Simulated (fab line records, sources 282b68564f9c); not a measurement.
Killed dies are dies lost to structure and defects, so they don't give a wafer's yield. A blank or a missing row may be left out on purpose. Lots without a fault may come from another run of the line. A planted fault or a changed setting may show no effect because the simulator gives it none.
A struck lot beside a sound one | flow rit_cmos | 15 steps out of a route of 202
Sound: wafers L298.1, L298.4, L298.5. Struck: wafers L307.2, L307.3. (L307.5 of the same lot was not struck and is left out.) The cause comes at the end.
At each step with rows: each side's tool, then ch and its chambers, then its first start. Under that, the readings that differ: sound wafers | struck wafers | difference of the means | sigmas: that difference in standard deviations of wafers without a fault.
alike: readings whose means differ by less than 2 such deviations, and words and numbers that are the same on both sides. not compared: withheld readings, readings that some wafer has no value for, bounds like >300 that may hide the same value, and numbers for which the record gives no deviation and whose values overlap.
The two part at a step that has a row with sigmas, a row that says differs or no value, or rows on one side only. Numbers that don't overlap but have no deviation are shown without sigmas and don't part them. A reading that every wafer of one side lacks parts them only if that side has two wafers or more.

RIT_M1_SPUTTER_00: material Al, target thk 400 nm, time 500 s.
  sound on pvd_sputter-04, day 4 02:07; struck on pvd_sputter-02, day 5 22:39
  alike: substrate_temp_c, throttle_valve_pct
RIT_M1_RS_MEAS_01: measures by four-point-probe.
  sound on film_metro-02, day 4 02:25; struck on film_metro-03, day 5 22:58
  reading           | sound                | struck        | difference | sigmas
  M1_AL_RS (ohm/sq) | 0.0731 0.0733 0.0732 | 0.0756 0.0748 | +0.0020    | +3
RIT_M1_THK_MEAS_02: measures by xrf.
  sound on film_metro-02, day 4 02:32; struck on film_metro-03, day 5 23:05
  reading        | sound       | struck  | difference | sigmas
  M1_AL_THK (nm) | 397 397 398 | 383 387 | -12        | -3
then, 6 steps without rows for these wafers: RIT_M1_HMDS_03 (prime time 60 s); RIT_M1_COAT_04 (resist thk 1300 nm); RIT_M1_SOFTBAKE_05 (time 60 s); RIT_M1_EXPOSE_06 (exposes mask M12, target cd 2600 nm); RIT_M1_PEB_07; RIT_M1_DEVELOP_08 (develop time 68 s).
RIT_M1_CD_MEAS_09: target cd 2600 nm.
  sound on cd_sem-02, day 4 03:40; struck on cd_sem-01, day 6 00:02
  alike: cd_nm
RIT_M1_OVL_MEAS_10:
  sound on overlay-02, day 4 03:47; struck on overlay-01, day 6 00:08
  alike: M1_OVL
then, 1 step without rows for these wafers: RIT_M1_HARDBAKE_11 (time 120 s).
RIT_M1_METAL_ETCH_12: etches Al in Cl2/BCl3, stops on SiO2, time 165 s, target depth 600 nm.
  sound on rie_metal-04 ch 0,1, day 4 04:08; struck on rie_metal-04 ch 0, day 6 00:25
  reading                                 | sound           | struck          | difference | sigmas
  over_etch_frac                          | 0.5 0.5 0.5     | 0.40941 0.40941 | -0.09059   |
  model.NOVOLAK_of_M1_COAT_04.thk_nm (nm) | 800.3 810 803.7 | 830.9 825.5     | +23.5      |
  alike: drypump_motor_current_A, oes_product_au, throttle_valve_pct
  not compared: rf_hours_counter_h
then, 1 step without rows for these wafers: RIT_M1_STRIP_13 (strips in nmp, time 600 s).
RIT_M1_PROBE_99:
  the record has rows for the struck wafers here (prober-02, day 6 05:40) and none for the sound ones

WHERE THEY PART
First at RIT_M1_RS_MEAS_01; last, within this record, at RIT_M1_PROBE_99.

WHY: what the simulator had put in
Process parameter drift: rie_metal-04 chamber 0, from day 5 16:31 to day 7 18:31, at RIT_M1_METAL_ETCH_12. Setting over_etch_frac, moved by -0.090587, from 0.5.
